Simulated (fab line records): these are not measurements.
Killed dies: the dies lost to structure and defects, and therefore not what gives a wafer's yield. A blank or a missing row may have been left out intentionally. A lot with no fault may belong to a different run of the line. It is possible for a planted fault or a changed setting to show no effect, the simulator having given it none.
What tool caused it? / flow berkeley_cmos170 / 16 lots, 48 wafers sampled, at 2 steps of a route of 331

## WHAT EACH GAUGE READ, for each wafer
UCB170_ACTIVE_OVL_MEAS_14.
lot=L385; measured=day 4 15:10; on=overlay-02; ACTIVE_OVL (nm)=3 8 5
lot=L386; measured=day 4 18:16; on=overlay-02; ACTIVE_OVL (nm)=-5 -4 -4
lot=L387; measured=day 5 01:46; on=overlay-01; ACTIVE_OVL (nm)=-3 -13 -6
lot=L391; measured=day 5 16:16; on=overlay-01; ACTIVE_OVL (nm)=1 -4 -5
lot=L389; measured=day 5 16:49; on=overlay-02; ACTIVE_OVL (nm)=-4 2 1
lot=L390; measured=day 5 17:05; on=overlay-01; ACTIVE_OVL (nm)=-1 3 -3
lot=L392; measured=day 6 10:44; on=overlay-02; ACTIVE_OVL (nm)=1 -4 2
lot=L394; measured=day 6 14:59; on=overlay-01; ACTIVE_OVL (nm)=-7 4 -3
lot=L393; measured=day 6 15:07; on=overlay-02; ACTIVE_OVL (nm)=5 -3 5
lot=L395; measured=day 6 20:33; on=overlay-02; ACTIVE_OVL (nm)=-210 -221 -216
lot=L396; measured=day 6 20:48; on=overlay-01; ACTIVE_OVL (nm)=1 -1 6
lot=L399; measured=day 7 03:31; on=overlay-02; ACTIVE_OVL (nm)=6 -5 2
lot=L398; measured=day 7 03:52; on=overlay-01; ACTIVE_OVL (nm)=-222 -217 -211
lot=L401; measured=day 8 00:09; on=overlay-01; ACTIVE_OVL (nm)=-228 -217 -215
lot=L402; measured=day 8 00:26; on=overlay-01; ACTIVE_OVL (nm)=-210 -224 -216
lot=L406; measured=day 8 15:27; on=overlay-01; ACTIVE_OVL (nm)=4 -12 -5

## TOOL THAT RAN EACH LOT (tool first, then ch and the chambers of the sampled wafers, then the start)
lot=L385; UCB170_ACTIVE_EXPOSE_10=krf_scanner-02 ch 0, day 4 14:37
lot=L386; UCB170_ACTIVE_EXPOSE_10=krf_scanner-02 ch 0, day 4 17:45
lot=L387; UCB170_ACTIVE_EXPOSE_10=krf_scanner-02 ch 0, day 5 01:16
lot=L391; UCB170_ACTIVE_EXPOSE_10=krf_scanner-02 ch 0, day 5 15:33
lot=L389; UCB170_ACTIVE_EXPOSE_10=krf_scanner-01 ch 0, day 5 15:59
lot=L390; UCB170_ACTIVE_EXPOSE_10=krf_scanner-02 ch 0, day 5 16:15
lot=L392; UCB170_ACTIVE_EXPOSE_10=krf_scanner-02 ch 0, day 6 09:49
lot=L394; UCB170_ACTIVE_EXPOSE_10=krf_scanner-01 ch 0, day 6 14:29
lot=L393; UCB170_ACTIVE_EXPOSE_10=krf_scanner-01 ch 0, day 6 14:37
lot=L395; UCB170_ACTIVE_EXPOSE_10=krf_scanner-02 ch 0, day 6 19:53
lot=L396; UCB170_ACTIVE_EXPOSE_10=krf_scanner-01 ch 0, day 6 20:08
lot=L399; UCB170_ACTIVE_EXPOSE_10=krf_scanner-01 ch 0, day 7 02:55
lot=L398; UCB170_ACTIVE_EXPOSE_10=krf_scanner-02 ch 0, day 7 03:22
lot=L401; UCB170_ACTIVE_EXPOSE_10=krf_scanner-02 ch 0, day 7 23:22
lot=L402; UCB170_ACTIVE_EXPOSE_10=krf_scanner-02 ch 0, day 7 23:31
lot=L406; UCB170_ACTIVE_EXPOSE_10=krf_scanner-01 ch 0, day 8 14:36
- UCB170_ACTIVE_EXPOSE_10: exposes mask ACTIVE, target cd 1200 nm.

## AS READ BY THE TOOLS THEMSELVES (means over the sampled wafers that have a number; for cases with no such wafer, the mark the record gives instead)
The record holds no such reading with a usual standard deviation.

## THE ANSWER, worked out from the rows above alone
Rule: usual is defined by the lots themselves. Put in order of their means at a reading, lots are off if they are a third of the lots or fewer, leave a main group of 4 or more, and stand apart from it by a gap of 3 or more times the standard deviation of the main group's means; of several such gaps the widest counts. If all means in a main group match to the digits the tables above print for the reading, that group is not used. A lot without any number at a reading at which 4 lots or more have one is off too. All remaining lots with rows at the step are treated as sound. After the gauges, taken in route order, come the tools' own readings; for these a lot's mean is taken, as printed above. The first step at which some lot is off is used, and at that step the reading that is off furthest; a lot without a number counts as furthest.
Off: at UCB170_ACTIVE_OVL_MEAS_14 (ACTIVE_OVL), L395, L398, L401, L402. For the main group the mean is -1 nm and the standard deviation 3.3.
If a tool, at a process step before that reading, ran all the lots that are off and no sound lot after the first of them, it fits. Gauges at UCB170_ACTIVE_OVL_MEAS_14: tried the same way as those tools. One fits: krf_scanner-02 at UCB170_ACTIVE_EXPOSE_10. A fault onset in the window from L392 (day 6 09:49, its last sound lot) to L395 (day 6 19:53, its first lot off) fits.

## WHAT HAD BEEN PUT IN BY THE SIMULATOR
Scanner matching overlay: krf_scanner-02, from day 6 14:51 on, at UCB170_ACTIVE_EXPOSE_10. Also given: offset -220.
Struck lots among those shown: L395, L398, L401, L402. The rule above reached the same finding.
